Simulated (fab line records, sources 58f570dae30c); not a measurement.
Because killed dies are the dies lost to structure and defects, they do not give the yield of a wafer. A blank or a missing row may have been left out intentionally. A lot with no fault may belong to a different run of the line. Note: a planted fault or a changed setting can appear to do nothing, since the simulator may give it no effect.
fab line records	flow berkeleyCmos170	part 1 of 2: steps 1 to 28 of 41
record lots=5	wafers=15	lastDay=11
route steps=331 shown ACTIVE@63 PFIELD@79 FIELD@89 SACOX@97 SCREENOX@100
lots that met no fault: taken from a fault-free run of the same line
startH: hours from the record's opening day to when the first of the lot's shown wafers began	waitH: how many hours have passed since the lot's step before this one	" same as the row above	L1.1+2: a row that stands for several wafers	- no value present, or no start provided	* or withheld: withheld	< > ~ a bound
route shown NAME@n: NAME is a module with steps in the file, n the number in the route of the first one	usual: mean and standard deviation over wafers with no fault	same: alike in all rows	chamber/n: place in a boat	sites: the reading at each site	_std_site: the standard deviation of these	_edge_site: inner sites' mean taken away from outer sites' mean	radiusMm: how far each site lies from the wafer's centre	mask NAME#n: copy n	behind: tool/chamber where the wafer was last shaped	hold: the reason the lot was held/the length of the hold in hours/how it ended	device: the transistor (n, p or np) that didn't switch	end of line: the route-end tests of the same wafers	a step with no rows: only its recipe	killed: not the wafer's yield, but the dies lost to structure and defects at the first sort	map: shows each die of a wafer: x if killed, . if not, _ if none is there
set.NAME: the run value of the setting; set.NAME@STEP: its run value at that earlier step	model.NAME: the simulator's own value behind a step, which no gauge read
lots at some steps of the route; a table a step, a row a wafer
services: from which hour (startH, from the record's first day; less than 0 if before it) a tool's chamber was out of use, for how many hours, and why
## steps
# step UCB170_ACTIVE_THK_MEAS_03
# recipe reads=SiO2_of_ACTIVE_OXIDATION_02
# usual ACTIVE_OXIDE_THK=26.0/0.53
lot.wafer	tool	chamber	startH	waitH	ACTIVE_OXIDE_THK[nm]
L082.1	filmMetro-01	-	97.29	0.0	25.5
L082.2	"	-	"	"	25.8
L082.5	"	-	"	"	25.7
L084.1	filmMetro-03	-	112.39	0.0	25.7
L084.2	"	-	"	"	25.2
L084.3	"	-	"	"	25.7
L085.1	filmMetro-04	-	121.99	0.0	25.1
L085.4	"	-	"	"	25.6
L085.6	"	-	"	"	25.6
L088.1	filmMetro-04	-	131.62	0.0	25.5
L088.3	"	-	"	"	25.5
L088.4	"	-	"	"	25.5
L095.1	filmMetro-03	-	170.48	0.0	26.4
L095.3	"	-	"	"	26.4
L095.5	"	-	"	"	26.3
# step UCB170_ACTIVE_ANNEAL_04
# recipe tempC=1000	timeS=900	ambient=N2
# usual zonePowerLoadPct=36.5/2.4
lot.wafer	tool	chamber	startH	waitH	zonePowerLoadPct
L082.1	furnace-02	0	99.98	2.7	37.6
L082.2	"	0	"	"	37.9
L082.5	"	0	"	"	38.2
L084.1	furnace-03	0	116.31	3.9	35.6
L084.2	"	0	"	"	35.4
L084.3	"	0	"	"	35.4
L085.1	furnace-03	0	124.33	2.3	36.2
L085.4	"	0	"	"	36.0
L085.6	"	0	"	"	35.9
L088.1	furnace-02	0	134.58	2.9	37.4
L088.3	"	0	"	"	38.2
L088.4	"	0	"	"	38.1
L095.1	furnace-02	0	174.03	3.5	37.7
L095.3	"	0	"	"	37.8
L095.5	"	0	"	"	37.6
# step UCB170_ACTIVE_CVD_05
# recipe material=Si3N4	targetThkNm=220	tempC=800	precursor=SiH2Cl2/NH3	timeS=3300	pressureMtorr=200	sih2cl2FlowSccm=25	nh3FlowSccm=75
# usual susceptorTempC=800.0/0.37	zonePowerLoadPct=20.7/1.1
lot.wafer	tool	chamber	startH	waitH	susceptorTempC	zonePowerLoadPct
L082.1	lpcvd-01	1	101.23	0.0	799.3	19.3
L082.2	"	1	"	"	800.0	19.6
L082.5	"	1	"	"	800.4	19.5
L084.1	lpcvd-02	1	117.56	0.0	799.5	20.5
L084.2	"	1	"	"	800.1	20.6
L084.3	"	1	"	"	799.6	20.5
L085.1	lpcvd-01	1	125.58	0.0	800.3	19.4
L085.4	"	1	"	"	800.3	19.4
L085.6	"	1	"	"	800.8	19.6
L088.1	lpcvd-02	0	135.83	0.0	799.5	22.4
L088.3	"	0	"	"	799.4	22.1
L088.4	"	0	"	"	799.9	22.1
L095.1	lpcvd-02	0	175.28	0.0	799.7	22.3
L095.3	"	0	"	"	800.1	22.0
L095.5	"	0	"	"	800.3	22.6
# step UCB170_ACTIVE_THK_MEAS_06
# recipe reads=Si3N4_of_ACTIVE_CVD_05
# usual ACTIVE_NITRIDE_THK=220.0/1.9
lot.wafer	tool	chamber	startH	waitH	ACTIVE_NITRIDE_THK[nm]
L082.1	filmMetro-03	-	103.21	0.1	220.5
L082.2	"	-	"	"	218.5
L082.5	"	-	"	"	218.1
L084.1	filmMetro-03	-	119.48	0.0	218.6
L084.2	"	-	"	"	220.0
L084.3	"	-	"	"	222.0
L085.1	filmMetro-03	-	127.49	0.0	220.5
L085.4	"	-	"	"	221.2
L085.6	"	-	"	"	220.7
L088.1	filmMetro-03	-	137.74	0.0	219.4
L088.3	"	-	"	"	218.7
L088.4	"	-	"	"	222.0
L095.1	filmMetro-03	-	177.19	0.0	219.3
L095.3	"	-	"	"	218.9
L095.5	"	-	"	"	219.2
# step UCB170_ACTIVE_HMDS_07
# recipe primeTimeS=60	primeTempC=100
# same primeTimeS=60
lot.wafer	tool	chamber	startH	waitH
L082.1+2+5	lithoTrack-01	0	103.78	0.6
L084.1+2+3	lithoTrack-02	0	119.68	0.2
L085.1+4+6	lithoTrack-02	0	127.55	0.1
L088.1+3+4	lithoTrack-01	0	137.80	0.1
L095.1+3+5	lithoTrack-02	0	177.30	0.1
# step UCB170_ACTIVE_COAT_08
# recipe resist=KrF	spinRpm=1500	resistThkNm=900
# usual dispensePressureKPa=50/4.2
lot.wafer	tool	chamber	startH	waitH	dispensePressureKPa
L082.1	lithoTrack-01	0	103.93	0.1	56
L082.2	"	0	"	"	56
L082.5	"	0	"	"	56
L084.1	lithoTrack-02	0	119.83	0.1	46
L084.2	"	0	"	"	46
L084.3	"	0	"	"	46
L085.1	lithoTrack-02	0	127.70	0.1	46
L085.4	"	0	"	"	46
L085.6	"	0	"	"	46
L088.1	lithoTrack-01	0	137.95	0.1	56
L088.3	"	0	"	"	56
L088.4	"	0	"	"	56
L095.1	lithoTrack-02	0	177.45	0.1	46
L095.3	"	0	"	"	46
L095.5	"	0	"	"	46
# step UCB170_ACTIVE_SOFTBAKE_09
# recipe resist=KrF	tempC=130	timeS=60
lot.wafer	tool	chamber	startH	waitH
L082.1+2+5	lithoTrack-01	0	104.08	0.1
L084.1+2+3	lithoTrack-02	0	119.98	0.1
L085.1+4+6	lithoTrack-02	0	127.85	0.1
L088.1+3+4	lithoTrack-01	0	138.10	0.1
L095.1+3+5	lithoTrack-02	0	177.60	0.1
# step UCB170_ACTIVE_EXPOSE_10
# recipe maskId=ACTIVE	targetCdNm=1200	na=0.5	sigmaOuter=0.6	sourceShape=conventional	doseMj=20
# usual stageVelMmS=499.99/0.23
lot.wafer	tool	chamber	startH	waitH	mask	stageVelMmS
L082.1	krfScanner-02	0	104.51	0.4	ACTIVE#0	500.36
L082.2	"	0	"	"	ACTIVE#0	500.21
L082.5	"	0	"	"	ACTIVE#0	500.18
L084.1	krfScanner-01	0	120.13	0.1	ACTIVE#0	500.43
L084.2	"	0	"	"	ACTIVE#0	500.00
L084.3	"	0	"	"	ACTIVE#0	499.91
L085.1	krfScanner-02	0	128.13	0.2	ACTIVE#0	499.58
L085.4	"	0	"	"	ACTIVE#0	499.58
L085.6	"	0	"	"	ACTIVE#0	499.79
L088.1	krfScanner-02	0	138.38	0.2	ACTIVE#0	499.96
L088.3	"	0	"	"	ACTIVE#0	500.02
L088.4	"	0	"	"	ACTIVE#0	500.22
L095.1	krfScanner-01	0	177.75	0.1	ACTIVE#0	500.15
L095.3	"	0	"	"	ACTIVE#0	499.99
L095.5	"	0	"	"	ACTIVE#0	500.15
# step UCB170_ACTIVE_PEB_11
# recipe pebTempC=130	pebTimeS=withheld	resist=KrF
lot.wafer	tool	chamber	startH	waitH
L082.1+2+5	lithoTrack-03	0	104.83	0.3
L084.1+2+3	lithoTrack-02	0	120.58	0.4
L085.1+4+6	lithoTrack-01	0	128.24	0.1
L088.1+3+4	lithoTrack-01	0	138.55	0.2
L095.1+3+5	lithoTrack-02	0	177.87	0.1
# step UCB170_ACTIVE_DEVELOP_12
# recipe developer=TMAH	developTimeS=45	resist=KrF	devTempC=21
lot.wafer	tool	chamber	startH	waitH
L082.1+2+5	lithoTrack-03	0	-	-
L084.1+2+3	lithoTrack-02	0	-	-
L085.1+4+6	lithoTrack-01	0	-	-
L088.1+3+4	lithoTrack-01	0	-	-
L095.1+3+5	lithoTrack-02	0	-	-
# step UCB170_ACTIVE_CD_MEAS_13
# recipe targetCdNm=1200
# usual cdNm=1199.9/1.5
lot.wafer	tool	chamber	startH	waitH	cdNm
L082.1	cdSem-02	-	105.26	-	1198.6
L082.2	"	-	"	"	1198.5
L082.5	"	-	"	"	1198.4
L084.1	cdSem-02	-	120.86	-	1198.5
L084.2	"	-	"	"	1198.9
L084.3	"	-	"	"	1199.8
L085.1	cdSem-01	-	128.52	-	1201.1
L085.4	"	-	"	"	1201.3
L085.6	"	-	"	"	1202.4
L088.1	cdSem-02	-	138.83	-	1202.2
L088.3	"	-	"	"	1204.8
L088.4	"	-	"	"	1201.9
L095.1	cdSem-01	-	178.14	-	1202.8
L095.3	"	-	"	"	1203.7
L095.5	"	-	"	"	1204.0
# step UCB170_ACTIVE_OVL_MEAS_14
# usual ACTIVE_OVL=1/6
lot.wafer	tool	chamber	startH	waitH	ACTIVE_OVL[nm]
L082.1	overlay-02	-	105.38	0.1	-2
L082.2	"	-	"	"	0
L082.5	"	-	"	"	3
L084.1	overlay-02	-	120.98	0.1	-2
L084.2	"	-	"	"	-1
L084.3	"	-	"	"	-4
L085.1	overlay-02	-	128.64	0.1	-2
L085.4	"	-	"	"	2
L085.6	"	-	"	"	13
L088.1	overlay-01	-	138.95	0.1	-1
L088.3	"	-	"	"	4
L088.4	"	-	"	"	-6
L095.1	overlay-02	-	178.26	0.1	0
L095.3	"	-	"	"	-1
L095.5	"	-	"	"	-5
# step UCB170_ACTIVE_ETCH_15
# recipe chemistry=CH3F/Ar/O2	target=Si3N4	stopOn=SiO2	CH3F_flow_sccm=20	Ar_flow_sccm=50	O2_flow_sccm=7	pressureMtorr=50	rfW=450	targetDepthA=2420	overEtchFrac=0.1	timeS=148.7
# usual drypumpMotorCurrentA=5.9/0.45	oesProductAu=0.949/0.016	throttleValvePct=8.06/0.13
# same overEtchFrac=0.1
lot.wafer	tool	chamber	startH	waitH	drypumpMotorCurrentA	oesProductAu	rfHoursCounterH	throttleValvePct
L082.1	rieDiel-02	1	105.42	0.0	6.5	0.928	107	7.89
L082.2	"	3	"	"	6.0	0.922	3	7.84
L082.5	"	1	"	"	6.5	0.923	-	7.90
L084.1	rieDiel-03	0	121.02	0.0	5.8	0.968	135	8.13
L084.2	"	1	"	"	5.4	0.959	34	8.12
L084.3	"	2	"	"	6.2	0.965	148	8.20
L085.1	rieDiel-03	2	128.68	0.0	6.2	0.961	148	8.19
L085.4	"	1	"	"	5.3	0.965	34	8.13
L085.6	"	0	"	"	5.8	0.970	-	8.14
L088.1	rieDiel-04	3	138.99	0.0	5.5	0.947	16	7.94
L088.3	"	0	"	"	6.7	0.939	67	8.19
L088.4	"	0	"	"	6.7	0.954	-	8.19
L095.1	rieDiel-04	3	178.30	0.0	5.5	0.949	17	7.93
L095.3	"	1	"	"	5.5	0.947	9	8.12
L095.5	"	3	"	"	5.5	0.956	-	7.95
# step UCB170_ACTIVE_STRIP_16
# recipe chemistry=O2	powerW=400	pressureMtorr=3500	platenTempC=withheld	o2FlowSccm=400	overashFraction=0.5
# usual drypumpMotorCurrentA=5.6/0.43	o2FlowSccm=399.8/1.3	oesProductAu=0.720/0.0048	stripTimeToEndpointS=18.18/0.064
lot.wafer	tool	chamber	startH	waitH	drypumpMotorCurrentA	o2FlowSccm	oesProductAu	rfHoursCounterH	stripTimeToEndpointS
L082.1	plasmaAsher-04	0	105.52	0.1	4.9	399.5	0.730	37	18.11
L082.2	"	1	"	"	5.4	397.7	0.715	37	18.10
L082.5	"	1	"	"	5.4	399.2	0.719	-	18.18
L084.1	plasmaAsher-03	1	121.12	0.1	5.6	399.9	0.730	0	18.20
L084.2	"	0	"	"	5.6	398.3	0.718	0	18.20
L084.3	"	1	"	"	5.6	399.8	0.728	-	18.19
L085.1	plasmaAsher-02	0	128.78	0.1	6.3	399.0	0.722	42	18.20
L085.4	"	1	"	"	5.8	398.8	0.719	-	18.24
L085.6	"	1	"	"	5.8	399.9	0.722	-	18.21
L088.1	plasmaAsher-04	1	139.09	0.1	5.4	400.8	0.724	42	18.24
L088.3	"	1	"	"	5.4	399.8	0.714	-	18.10
L088.4	"	0	"	"	4.9	399.6	0.710	-	18.14
L095.1	plasmaAsher-04	1	178.40	0.1	5.4	401.2	0.721	46	18.27
L095.3	"	0	"	"	4.9	400.8	0.715	-	18.22
L095.5	"	1	"	"	5.4	400.0	0.722	-	18.24
# step UCB170_ACTIVE_CD_MEAS_90
# recipe targetCdNm=1200
# usual cdNm=1199.9/1.5
lot.wafer	tool	chamber	startH	waitH	cdNm
L082.1	cdSem-01	-	106.02	0.5	1198.1
L082.2	"	-	"	"	1198.3
L082.5	"	-	"	"	1197.9
L084.1	cdSem-01	-	121.22	0.1	1199.1
L084.2	"	-	"	"	1198.5
L084.3	"	-	"	"	1199.8
L085.1	cdSem-01	-	128.88	0.1	1200.7
L085.4	"	-	"	"	1201.4
L085.6	"	-	"	"	1202.0
L088.1	cdSem-01	-	139.20	0.1	1201.9
L088.3	"	-	"	"	1204.8
L088.4	"	-	"	"	1201.9
L095.1	cdSem-01	-	178.54	0.1	1202.9
L095.3	"	-	"	"	1204.0
L095.5	"	-	"	"	1203.4
# step UCB170_ACTIVE_CLEAN_17
# recipe chemistry=SPM	tempC=120	timeS=600
lot.wafer	tool	chamber	startH	waitH
L082.1+2+5	wetBench-03	3	107.32	1.3
L084.1+2+3	wetBench-04	3	121.34	0.1
L085.1+4+6	wetBench-03	3	129.83	0.9
L088.1+3+4	wetBench-04	3	139.32	0.1
L095.1+3+5	wetBench-01	2	178.66	0.1
# step UCB170_PFIELD_HMDS_00
# recipe primeTimeS=60	primeTempC=100
# same primeTimeS=60
lot.wafer	tool	chamber	startH	waitH
L082.1+2+5	lithoTrack-02	0	108.09	0.6
L084.1+2+3	lithoTrack-01	0	121.62	0.1
L085.1+4+6	lithoTrack-04	0	130.02	0.0
L088.1+3+4	lithoTrack-01	0	139.50	0.0
L095.1+3+5	lithoTrack-01	0	179.08	0.2
# step UCB170_PFIELD_COAT_01
# recipe resist=KrF	spinRpm=1500	resistThkNm=900
# usual dispensePressureKPa=51/4.1
lot.wafer	tool	chamber	startH	waitH	dispensePressureKPa
L082.1	lithoTrack-02	0	108.24	0.1	46
L082.2	"	0	"	"	46
L082.5	"	0	"	"	46
L084.1	lithoTrack-01	0	121.77	0.1	56
L084.2	"	0	"	"	56
L084.3	"	0	"	"	56
L085.1	lithoTrack-04	0	130.17	0.1	49
L085.4	"	0	"	"	49
L085.6	"	0	"	"	49
L088.1	lithoTrack-01	0	139.65	0.1	56
L088.3	"	0	"	"	56
L088.4	"	0	"	"	56
L095.1	lithoTrack-01	0	179.23	0.1	56
L095.3	"	0	"	"	56
L095.5	"	0	"	"	56
# step UCB170_PFIELD_SOFTBAKE_02
# recipe resist=KrF	tempC=130	timeS=60
lot.wafer	tool	chamber	startH	waitH
L082.1+2+5	lithoTrack-02	0	108.39	0.1
L084.1+2+3	lithoTrack-01	0	121.92	0.1
L085.1+4+6	lithoTrack-04	0	130.32	0.1
L088.1+3+4	lithoTrack-01	0	139.80	0.1
L095.1+3+5	lithoTrack-01	0	179.38	0.1
# step UCB170_PFIELD_EXPOSE_03
# recipe maskId=PFIELD	na=0.5	sigmaOuter=0.6	sourceShape=conventional	targetCdNm=1500	doseMj=30
# usual stageVelMmS=500.02/0.24
lot.wafer	tool	chamber	startH	waitH	mask	stageVelMmS
L082.1	krfScanner-02	0	108.67	0.2	PFIELD#0	499.76
L082.2	"	0	"	"	PFIELD#0	500.32
L082.5	"	0	"	"	PFIELD#0	500.28
L084.1	krfScanner-02	0	122.19	0.2	PFIELD#0	500.21
L084.2	"	0	"	"	PFIELD#0	500.02
L084.3	"	0	"	"	PFIELD#0	499.95
L085.1	krfScanner-02	0	130.47	0.1	PFIELD#0	500.03
L085.4	"	0	"	"	PFIELD#0	500.04
L085.6	"	0	"	"	PFIELD#0	500.07
L088.1	krfScanner-02	0	139.95	0.1	PFIELD#0	500.17
L088.3	"	0	"	"	PFIELD#0	500.06
L088.4	"	0	"	"	PFIELD#0	500.32
L095.1	krfScanner-02	0	179.65	0.2	PFIELD#0	499.78
L095.3	"	0	"	"	PFIELD#0	499.78
L095.5	"	0	"	"	PFIELD#0	499.78
# step UCB170_PFIELD_PEB_04
# recipe pebTempC=130	pebTimeS=withheld	resist=KrF
lot.wafer	tool	chamber	startH	waitH
L082.1+2+5	lithoTrack-04	0	108.78	0.1
L084.1+2+3	lithoTrack-01	0	122.71	0.5
L085.1+4+6	lithoTrack-04	0	130.92	0.4
L088.1+3+4	lithoTrack-01	0	140.06	0.1
L095.1+3+5	lithoTrack-01	0	179.80	0.1
# step UCB170_PFIELD_DEVELOP_05
# recipe developer=TMAH	developTimeS=45	resist=KrF	devTempC=21
lot.wafer	tool	chamber	startH	waitH
L082.1+2+5	lithoTrack-04	0	-	-
L084.1+2+3	lithoTrack-01	0	-	-
L085.1+4+6	lithoTrack-04	0	-	-
L088.1+3+4	lithoTrack-01	0	-	-
L095.1+3+5	lithoTrack-01	0	-	-
# step UCB170_PFIELD_OVL_MEAS_06
# usual PFIELD_OVL=-4/5.1
lot.wafer	tool	chamber	startH	waitH	PFIELD_OVL[nm]
L082.1	overlay-01	-	109.06	-	3
L082.2	"	-	"	"	5
L082.5	"	-	"	"	3
L084.1	overlay-02	-	122.98	-	0
L084.2	"	-	"	"	1
L084.3	"	-	"	"	-2
L085.1	overlay-02	-	131.19	-	-1
L085.4	"	-	"	"	0
L085.6	"	-	"	"	2
L088.1	overlay-02	-	140.34	-	-11
L088.3	"	-	"	"	-8
L088.4	"	-	"	"	-2
L095.1	overlay-02	-	180.08	-	-3
L095.3	"	-	"	"	-4
L095.5	"	-	"	"	-9
# step UCB170_PFIELD_IMPLANT_07
# recipe species=B	doseCm2=2e+13	energyKev=80.98	tiltDeg=7
# usual faradayCurrentUA=63.5/1.3
lot.wafer	tool	chamber	startH	waitH	faradayCurrentUA
L082.1	implanter-02	0	109.09	0.0	62.2
L082.2	"	0	"	"	62.5
L082.5	"	0	"	"	63.7
L084.1	implanter-02	0	123.02	0.0	61.8
L084.2	"	0	"	"	64.9
L084.3	"	0	"	"	64.6
L085.1	implanter-03	0	131.23	0.0	63.4
L085.4	"	0	"	"	63.1
L085.6	"	0	"	"	62.8
L088.1	implanter-03	0	140.38	0.0	65.4
L088.3	"	0	"	"	61.2
L088.4	"	0	"	"	64.6
L095.1	implanter-03	0	180.11	0.0	62.6
L095.3	"	0	"	"	63.8
L095.5	"	0	"	"	65.2
# step UCB170_PFIELD_STRIP_08
# recipe chemistry=O2	powerW=400	pressureMtorr=3500	platenTempC=withheld	o2FlowSccm=400	overashFraction=0.5
# usual drypumpMotorCurrentA=5.5/0.55	o2FlowSccm=400.0/1.3	oesProductAu=0.734/0.0041	stripTimeToEndpointS=21.63/0.063
lot.wafer	tool	chamber	startH	waitH	drypumpMotorCurrentA	o2FlowSccm	oesProductAu	rfHoursCounterH	stripTimeToEndpointS
L082.1	plasmaAsher-04	1	109.24	0.1	5.4	400.7	0.735	38	21.73
L082.2	"	0	"	"	4.9	400.4	0.732	38	21.68
L082.5	"	1	"	"	5.4	400.0	0.738	-	21.72
L084.1	plasmaAsher-03	0	123.17	0.1	5.6	399.9	0.734	1	21.71
L084.2	"	1	"	"	5.6	401.9	0.737	1	21.69
L084.3	"	0	"	"	5.6	399.2	0.731	-	21.70
L085.1	plasmaAsher-01	1	131.38	0.1	6.6	399.9	0.726	40	21.68
L085.4	"	0	"	"	5.2	397.6	0.737	-	21.74
L085.6	"	1	"	"	6.6	400.3	0.736	-	21.68
L088.1	plasmaAsher-04	0	140.53	0.1	4.9	401.0	0.733	42	21.62
L088.3	"	1	"	"	5.4	401.6	0.736	-	21.62
L088.4	"	0	"	"	4.9	398.8	0.730	-	21.66
L095.1	plasmaAsher-04	0	180.26	0.1	4.9	401.3	0.741	46	21.66
L095.3	"	1	"	"	5.4	399.2	0.727	-	21.65
L095.5	"	1	"	"	5.4	398.9	0.740	-	21.62
# step UCB170_PFIELD_TW_MEAS_09
# usual PFIELD_TW=601/5.7
lot.wafer	tool	chamber	startH	waitH	PFIELD_TW
L082.1	filmMetro-02	-	109.34	0.1	608
L082.2	"	-	"	"	608
L082.5	"	-	"	"	611
L084.1	filmMetro-03	-	123.27	0.1	603
L084.2	"	-	"	"	602
L084.3	"	-	"	"	600
L085.1	filmMetro-03	-	131.48	0.1	602
L085.4	"	-	"	"	599
L085.6	"	-	"	"	598
L088.1	filmMetro-04	-	140.63	0.1	594
L088.3	"	-	"	"	595
L088.4	"	-	"	"	598
L095.1	filmMetro-03	-	180.36	0.1	604
L095.3	"	-	"	"	605
L095.5	"	-	"	"	603
# step UCB170_FIELD_CLEAN_00
# recipe chemistry=dHF	dilution=25:1	timeS=7.5
lot.wafer	tool	chamber	startH	waitH
L082.1+2+5	wetBench-02	2	109.40	0.1
L084.1+2+3	wetBench-03	1	123.33	0.1
L085.1+4+6	wetBench-03	2	131.54	0.1
L088.1+3+4	wetBench-03	2	140.69	0.1
L095.1+3+5	wetBench-01	1	180.42	0.1
# step UCB170_FIELD_OXIDATION_01
# recipe tempC=1000	ambient=H2O	pH2oTorr=584.62	targetThkA=5583	oxTimeS=7200
# usual zonePowerLoadPct=31/3.9
lot.wafer	tool	chamber	startH	waitH	zonePowerLoadPct
L082.1	furnace-04	0	110.97	1.6	28
L082.2	"	0	"	"	29
L082.5	"	0	"	"	28
L084.1	furnace-01	0	126.02	2.7	30
L084.2	"	0	"	"	31
L084.3	"	0	"	"	31
L085.1	furnace-04	0	133.07	1.5	28
L085.4	"	0	"	"	29
L085.6	"	0	"	"	28
L088.1	furnace-02	0	143.69	3.0	38
L088.3	"	0	"	"	38
L088.4	"	0	"	"	38
L095.1	furnace-04	0	183.73	3.3	29
L095.3	"	0	"	"	29
L095.5	"	0	"	"	29
